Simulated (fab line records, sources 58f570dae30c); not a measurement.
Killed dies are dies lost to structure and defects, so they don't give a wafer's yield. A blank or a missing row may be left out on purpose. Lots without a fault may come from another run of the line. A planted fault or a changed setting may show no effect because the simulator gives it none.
Chamber matching | flow berkeley_cmos170 | UCB170_CONTACT_ETCH_17 on rie_diel-02: 4 sister chambers
The step etches BARC in N2/H2. 14 wafers are shown with their chamber, then 7 later ones without.

WAFERS WITH THEIR CHAMBER
wafer  | chamber | throttle_valve_pct (%) | drypump_motor_current_A (A) | oes_product_au (a.u.)
L925.1 | 3       | 13.18                  | 5.9                         | 1.013
L925.2 | 2       | 13.08                  | 6.4                         | 1.022
L925.6 | 0       | 13.00                  | 5.3                         | 1.033
L927.3 | 3       | 13.19                  | 5.9                         | 1.000
L927.4 | 1       | 13.56                  | 5.2                         | 1.005
L927.5 | 3       | 13.18                  | 6.0                         | 1.003
L931.1 | 2       | 13.08                  | 6.4                         | 1.004
L931.2 | 1       | 13.57                  | 5.1                         | 1.004
L931.4 | 3       | 13.18                  | 5.9                         | 1.005
L932.1 | 0       | 12.98                  | 5.3                         | 1.046
L932.2 | 3       | 13.19                  | 5.9                         | 1.017
L932.3 | 1       | 13.57                  | 5.1                         | 1.020
L933.1 | 0       | 13.00                  | 5.3                         | 1.015
L933.2 | 2       | 13.07                  | 6.4                         | 1.010

SIGNATURES (means of the wafers above)
reading                 | chamber 0 | chamber 1 | chamber 2 | chamber 3 | scatter within a chamber
throttle_valve_pct      | 12.9933   | 13.5667   | 13.0767   | 13.1840   | 0.00721
drypump_motor_current_A | 5.300     | 5.133     | 6.400     | 5.920     | 0.0383
oes_product_au          | 1.03133   | 1.00967   | 1.01200   | 1.00760   | 0.0101
Rule: a wafer's distance from a chamber is the root of the sum, over the readings, of the square of ((its reading less the chamber's mean) divided by the reading's scatter). The wafer belongs to the nearest chamber; if the next one is less than 2 further off, it can't be placed. The scatter: the root of (the sum of the squares of (reading less its chamber's mean) over the shown wafers, divided by (wafers less chambers)).

WAFERS WITHOUT THEIR CHAMBER
wafer  | throttle_valve_pct (%) | drypump_motor_current_A (A) | oes_product_au (a.u.)
L933.4 | 13.17                  | 5.9                         | 1.007
L936.2 | 13.56                  | 5.1                         | 1.006
L936.5 | 13.09                  | 6.4                         | 1.025
L936.6 | 13.19                  | 6.0                         | 1.014
L940.2 | 13.56                  | 5.1                         | 1.007
L940.5 | 13.56                  | 5.1                         | 1.003
L940.6 | 12.99                  | 5.3                         | 1.018

WHICH CHAMBER EACH WENT THROUGH
wafer  | from the rows above | in truth
L933.4 | 3                   | 3
L936.2 | 1                   | 1
L936.5 | 2                   | 2
L936.6 | 3                   | 3
L940.2 | 1                   | 1
L940.5 | 1                   | 1
L940.6 | 0                   | 0
Placed correctly: 7 of 7. Can't be placed from these rows: 0. Placed wrongly: 0.
